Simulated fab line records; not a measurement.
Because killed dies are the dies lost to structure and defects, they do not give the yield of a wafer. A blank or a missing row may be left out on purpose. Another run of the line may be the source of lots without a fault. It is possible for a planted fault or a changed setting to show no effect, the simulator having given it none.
Code-filled problem report in 8D (eight disciplines) form / flow rit-cmos / the parts of the form that need people (team, actions taken, sign-off) are left out

## 1. WHAT WENT WRONG
SPACER_NITRIDE_THK at RIT_SPACER_THK_MEAS_04 reads a mean of 148.8 nm on 6 wafers of 2 lots; wafers without a fault read 249.3 nm with a standard deviation of 2.7. Measured from the usual mean, that is -37 standard deviations.
First seen on wafer L236.1, day 5 15:53, on film-metro-03. Wafers with a number at this step in the record: 36, from 12 lots. Rule for "out" (also "out of limits"): further than 4 standard deviations from the usual mean. The rest of the wafers with a number are treated as sound.

## 2. WHAT IT IS, WHAT IT ISN'T
question=which readings at this step | is=SPACER_NITRIDE_THK | is not=-
question=which lots | is=L236, L237 | is not=L224, L225, L226, L227, L228, L229, L230, L231, L240, L247
question=which wafers of those lots | is=all that have a number | is not=-
question=read on which gauges | is=film-metro-03 | is not=film-metro-02, film-metro-04
question=when | is=from day 5 15:53 | is not=up to then (24 sound wafers); but 6 sound wafers of L240, L247 came after

## 3. THE SUSPECTS, EACH WITH WHAT RULES IT OUT
Counting: a tool at a process step up to the reading stays a suspect if it ran every lot that is out and no sound lot after the first of them.
- the gauge at RIT_SPACER_THK_MEAS_04 has been ruled out. All the wafers that are out were read on film-metro-03, but those of them that RIT_SPACER_ETCHBACK_05 has rows for are out there too, on other tools.
- plasma-asher-04 at RIT_PLDD_STRIP_09 (strips in O2, time 180 s): ruled out as a lasting fault. After its first lot that is out, L236 (day 5 12:25), sound lots L247 ran on it.
- lpcvd-02 at RIT_SPACER_CVD_03 (deposits Si3N4 from SiH2Cl2/NH3, target thk 250 nm, time 3300 s): kept. Every lot that is out went through it, starting with L236 (day 5 13:01), and after that it ran no sound lot; the last sound lot it ran before then is L231 (day 4 09:23).
Left after counting: lpcvd-02 at RIT_SPACER_CVD_03.

## 4. THE CAUSE (what the simulator had put in)
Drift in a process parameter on lpcvd-02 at RIT_SPACER_CVD_03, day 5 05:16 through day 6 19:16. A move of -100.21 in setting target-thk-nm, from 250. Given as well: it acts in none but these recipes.
This tool alone remained once counting was done.

## 5. THE CHAIN OF EFFECTS, in route order
One row per reading whose mean, taken over the struck wafers that have a number, lies over 3 standard deviations from the usual. Scope: only readings with a usual standard deviation given in the record; hours: median across lots of the time from each lot's start at the first step in this table that gives one to its start at this step; sigmas: change in usual standard deviations.
hours=0; step=RIT_SPACER_THK_MEAS_04; reading=SPACER_NITRIDE_THK; usual=249.3 nm; on struck wafers=148.8; change=-100.5; sigmas=-37
hours=0; step=RIT_SPACER_ETCHBACK_05; reading=oes-product-au; usual=0.840 a.u.; on struck wafers=0.603; change=-0.237; sigmas=-17
Process steps it contains:
- RIT_SPACER_ETCHBACK_05: etches Si3N4 in SF6/CHF3, stops on SiO2, target depth 250 nm, time 240 s.

## 6. WHAT WOULD HAVE CAUGHT IT SOONER
Counted from the fault's start at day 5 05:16, it took 11 hours until the first out-of-limits reading at a measuring or inspecting step in this record, taken at day 5 15:53.
No tool reading at RIT_SPACER_CVD_03 that has a usual standard deviation in the record was out on any struck wafer, so an alarm limit of 4 standard deviations on those readings would not have fired.
Of the lots that are out (2), L237 began RIT_SPACER_CVD_03 on lpcvd-02 after day 5 15:53. A hold on the tool at that time would have spared it.
